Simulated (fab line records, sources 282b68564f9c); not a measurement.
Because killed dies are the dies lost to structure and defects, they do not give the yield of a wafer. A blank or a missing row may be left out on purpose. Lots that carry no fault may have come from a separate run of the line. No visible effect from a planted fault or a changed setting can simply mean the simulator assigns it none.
Split-lot study / flow rit_cmos / 23 wafers read from 5 lots, route of 202 steps

## THE SPLIT ITSELF
At RIT_SPACER_CVD_03 (deposits Si3N4 from SiH2Cl2/NH3, target thk 250 nm, time 3300 s), the setting temp_c was moved away from the recipe's 810 C on 20 of the 23 wafers read, by -1.7% to +2.4%. This setting was run at the recipe's value on the other wafers.

## FROM THE SPLIT TO THE READING: what the file shows between them, 1 step
- RIT_SPACER_THK_MEAS_04

## THE READING
oes_product_au, in a.u., at RIT_SPACER_ETCHBACK_05 (etches Si3N4 in SF6/CHF3, stops on SiO2, target depth 250 nm, time 240 s). Fault-free wafers of this fab line usually give 0.842 a.u., standard deviation 0.012 a.u.

wafer=L076.1; tool, chamber at the split=-, -; temp_c as run, C=802.8; against the recipe=-0.9%; oes_product_au, a.u.=0.771; against lot-mates on the recipe=no lot-mate on the recipe
wafer=L076.2; tool, chamber at the split=-, -; temp_c as run, C=802.8; against the recipe=-0.9%; oes_product_au, a.u.=0.753; against lot-mates on the recipe=no lot-mate on the recipe
wafer=L076.3; tool, chamber at the split=-, -; temp_c as run, C=802.8; against the recipe=-0.9%; oes_product_au, a.u.=0.753; against lot-mates on the recipe=no lot-mate on the recipe
wafer=L076.4; tool, chamber at the split=-, -; temp_c as run, C=802.8; against the recipe=-0.9%; oes_product_au, a.u.=0.774; against lot-mates on the recipe=no lot-mate on the recipe
wafer=L076.6; tool, chamber at the split=-, -; temp_c as run, C=802.8; against the recipe=-0.9%; oes_product_au, a.u.=0.753; against lot-mates on the recipe=no lot-mate on the recipe
wafer=L081.1; tool, chamber at the split=-, -; temp_c as run, C=822.7; against the recipe=+1.6%; oes_product_au, a.u.=0.967; against lot-mates on the recipe=no lot-mate on the recipe
wafer=L081.2; tool, chamber at the split=-, -; temp_c as run, C=822.7; against the recipe=+1.6%; oes_product_au, a.u.=0.969; against lot-mates on the recipe=no lot-mate on the recipe
wafer=L081.4; tool, chamber at the split=-, -; temp_c as run, C=822.7; against the recipe=+1.6%; oes_product_au, a.u.=1.003; against lot-mates on the recipe=no lot-mate on the recipe
wafer=L081.5; tool, chamber at the split=-, -; temp_c as run, C=822.7; against the recipe=+1.6%; oes_product_au, a.u.=1.003; against lot-mates on the recipe=no lot-mate on the recipe
wafer=L081.6; tool, chamber at the split=-, -; temp_c as run, C=822.7; against the recipe=+1.6%; oes_product_au, a.u.=1.001; against lot-mates on the recipe=no lot-mate on the recipe
wafer=L082.1; tool, chamber at the split=-, -; temp_c as run, C=796.3; against the recipe=-1.7%; oes_product_au, a.u.=0.706; against lot-mates on the recipe=no lot-mate on the recipe
wafer=L082.2; tool, chamber at the split=-, -; temp_c as run, C=796.3; against the recipe=-1.7%; oes_product_au, a.u.=0.705; against lot-mates on the recipe=no lot-mate on the recipe
wafer=L082.3; tool, chamber at the split=-, -; temp_c as run, C=796.3; against the recipe=-1.7%; oes_product_au, a.u.=0.710; against lot-mates on the recipe=no lot-mate on the recipe
wafer=L082.5; tool, chamber at the split=-, -; temp_c as run, C=796.3; against the recipe=-1.7%; oes_product_au, a.u.=0.717; against lot-mates on the recipe=no lot-mate on the recipe
wafer=L082.6; tool, chamber at the split=-, -; temp_c as run, C=796.3; against the recipe=-1.7%; oes_product_au, a.u.=0.709; against lot-mates on the recipe=no lot-mate on the recipe
wafer=L084.2; tool, chamber at the split=lpcvd-02, 0; temp_c as run, C=810; against the recipe=recipe; oes_product_au, a.u.=0.837; against lot-mates on the recipe=-
wafer=L084.3; tool, chamber at the split=lpcvd-02, 0; temp_c as run, C=810; against the recipe=recipe; oes_product_au, a.u.=0.838; against lot-mates on the recipe=-
wafer=L084.4; tool, chamber at the split=lpcvd-02, 0; temp_c as run, C=810; against the recipe=recipe; oes_product_au, a.u.=0.835; against lot-mates on the recipe=-
wafer=L085.1; tool, chamber at the split=-, -; temp_c as run, C=829.5; against the recipe=+2.4%; oes_product_au, a.u.=1.002; against lot-mates on the recipe=no lot-mate on the recipe
wafer=L085.3; tool, chamber at the split=-, -; temp_c as run, C=829.5; against the recipe=+2.4%; oes_product_au, a.u.=0.992; against lot-mates on the recipe=no lot-mate on the recipe
wafer=L085.4; tool, chamber at the split=-, -; temp_c as run, C=829.5; against the recipe=+2.4%; oes_product_au, a.u.=0.982; against lot-mates on the recipe=no lot-mate on the recipe
wafer=L085.5; tool, chamber at the split=-, -; temp_c as run, C=829.5; against the recipe=+2.4%; oes_product_au, a.u.=0.995; against lot-mates on the recipe=no lot-mate on the recipe
wafer=L085.6; tool, chamber at the split=-, -; temp_c as run, C=829.5; against the recipe=+2.4%; oes_product_au, a.u.=1.008; against lot-mates on the recipe=no lot-mate on the recipe

FIT RESULTS
A straight line over all 23 wafers: oes_product_au changes by +0.0759 a.u. for each +1% of temp_c; r = +0.98; the points scatter about the line by 0.023 a.u.
Too few moved wafers have a lot-mate on the recipe to fit a line with each lot's own level taken away.

## THE WHOLE CHAIN: every reading that the file lists as answering this split, in the file's order
step=RIT_SPACER_CVD_03; what it does=deposits Si3N4 from SiH2Cl2/NH3, target thk 250 nm, time 3300 s; reading=Si3N4_of_SPACER_CVD_03.thk_nm (the simulator's own value, which no gauge read); change (the file's fit)=+38 nm for each +1% of the setting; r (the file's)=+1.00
step=RIT_SPACER_THK_MEAS_04; what it does=; reading=SPACER_NITRIDE_THK; change (the file's fit)=+38 for each +1% of the setting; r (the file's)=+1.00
step=RIT_SPACER_ETCHBACK_05; what it does=etches Si3N4 in SF6/CHF3, stops on SiO2, target depth 250 nm, time 240 s; reading=oes_product_au; change (the file's fit)=+0.0759 a.u. for each +1% of the setting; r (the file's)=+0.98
step=RIT_SPACER_ETCHBACK_05; what it does=etches Si3N4 in SF6/CHF3, stops on SiO2, target depth 250 nm, time 240 s; reading=Si3N4_of_SPACER_CVD_03.thk_nm (the simulator's own value, which no gauge read); change (the file's fit)=+29.8 nm for each +1% of the setting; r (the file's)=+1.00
step=RIT_SPACER_ETCHBACK_05; what it does=etches Si3N4 in SF6/CHF3, stops on SiO2, target depth 250 nm, time 240 s; reading=etch.depth_nm (the simulator's own value, which no gauge read); change (the file's fit)=+30.6 nm for each +1% of the setting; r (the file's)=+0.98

## FILE'S OWN FIT
oes_product_au changes by +0.0759 a.u. for each +1% of temp_c, r = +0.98.
